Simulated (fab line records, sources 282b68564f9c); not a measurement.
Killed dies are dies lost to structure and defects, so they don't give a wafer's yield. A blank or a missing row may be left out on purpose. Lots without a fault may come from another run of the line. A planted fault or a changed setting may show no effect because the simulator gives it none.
Which tool did it? | flow rit_cmos | 13 lots, 39 wafers sampled, at 2 steps of a route of 202

WHAT THE GAUGES READ, wafer by wafer
RIT_ACTIVE_CD_MEAS_11: target cd 1400 nm.
lot  | measured    | on        | cd_nm (nm)
L251 | day 1 14:45 | cd_sem-02 | 1399.5 1399.5 1401.5
L253 | day 2 01:41 | cd_sem-01 | 1402.9 1402.8 1403.0
L255 | day 2 10:29 | cd_sem-02 | 1546.4 1548.9 1547.0
L256 | day 2 17:10 | cd_sem-01 | 1397.9 1397.1 1400.4
L257 | day 2 21:55 | cd_sem-02 | 1398.0 1400.2 1400.3
L261 | day 3 17:08 | cd_sem-01 | 1399.0 1399.6 1400.2
L265 | day 4 15:49 | cd_sem-01 | 1402.2 1402.6 1404.8
L266 | day 4 18:17 | cd_sem-01 | 1402.0 1402.1 1403.0
L268 | day 5 05:13 | cd_sem-01 | 1401.2 1399.4 1400.2
L269 | day 5 08:35 | cd_sem-01 | 1401.2 1398.8 1401.9
L270 | day 5 16:19 | cd_sem-01 | 1395.3 1399.1 1397.6
L272 | day 6 01:58 | cd_sem-01 | 1397.4 1397.8 1396.2
L273 | day 6 08:17 | cd_sem-01 | 1397.2 1398.3 1397.7

WHICH TOOL RAN EACH LOT (tool, then ch and the chambers of the sampled wafers, then the start)
lot  | RIT_ACTIVE_EXPOSE_08
L251 | iline_stepper-01 ch 0, day 1 14:21
L253 | iline_stepper-01 ch 0, day 2 01:17
L255 | iline_stepper-02 ch 0, day 2 10:05
L256 | iline_stepper-01 ch 0, day 2 16:46
L257 | iline_stepper-02 ch 0, day 2 21:31
L261 | iline_stepper-02 ch 0, day 3 16:34
L265 | iline_stepper-02 ch 0, day 4 15:25
L266 | iline_stepper-02 ch 0, day 4 17:53
L268 | iline_stepper-02 ch 0, day 5 04:49
L269 | iline_stepper-01 ch 0, day 5 08:11
L270 | iline_stepper-02 ch 0, day 5 15:55
L272 | iline_stepper-01 ch 0, day 6 01:34
L273 | iline_stepper-01 ch 0, day 6 07:53
- RIT_ACTIVE_EXPOSE_08: exposes mask M1, target cd 1400 nm.

WHAT THE TOOLS THEMSELVES READ (means of the sampled wafers that have a number; where no wafer has one, the mark that the record gives instead)
The record holds no such reading with a usual standard deviation.

THE ANSWER, worked out from the rows above alone
Rule: what is usual is taken from the lots themselves. Put in order of their means at a reading, lots are off if they are a third of the lots or fewer, leave a main group of 4 or more, and stand apart from it by a gap of 3 or more times the standard deviation of the main group's means; of several such gaps the widest counts. A main group whose means are all the same, to the digits that the tables above print for the reading, isn't used. A lot without any number at a reading at which 4 lots or more have one is off too. The other lots that the step has rows for count as sound. The gauges are gone through in route order, then the tools' own readings, and for those a lot's mean is taken as printed above. The first step at which some lot is off is used, and at that step the reading that is off furthest; a lot without a number counts as furthest.
Off: L255, at RIT_ACTIVE_CD_MEAS_11 (cd_nm). The main group: mean 1399.9 nm, standard deviation 2.
A tool fits if, at a process step before that reading, it ran every lot that is off, and no sound lot after the first of them. The gauges at RIT_ACTIVE_CD_MEAS_11 are tried like those tools. None of those tried fits.

WHAT THE SIMULATOR HAD PUT IN
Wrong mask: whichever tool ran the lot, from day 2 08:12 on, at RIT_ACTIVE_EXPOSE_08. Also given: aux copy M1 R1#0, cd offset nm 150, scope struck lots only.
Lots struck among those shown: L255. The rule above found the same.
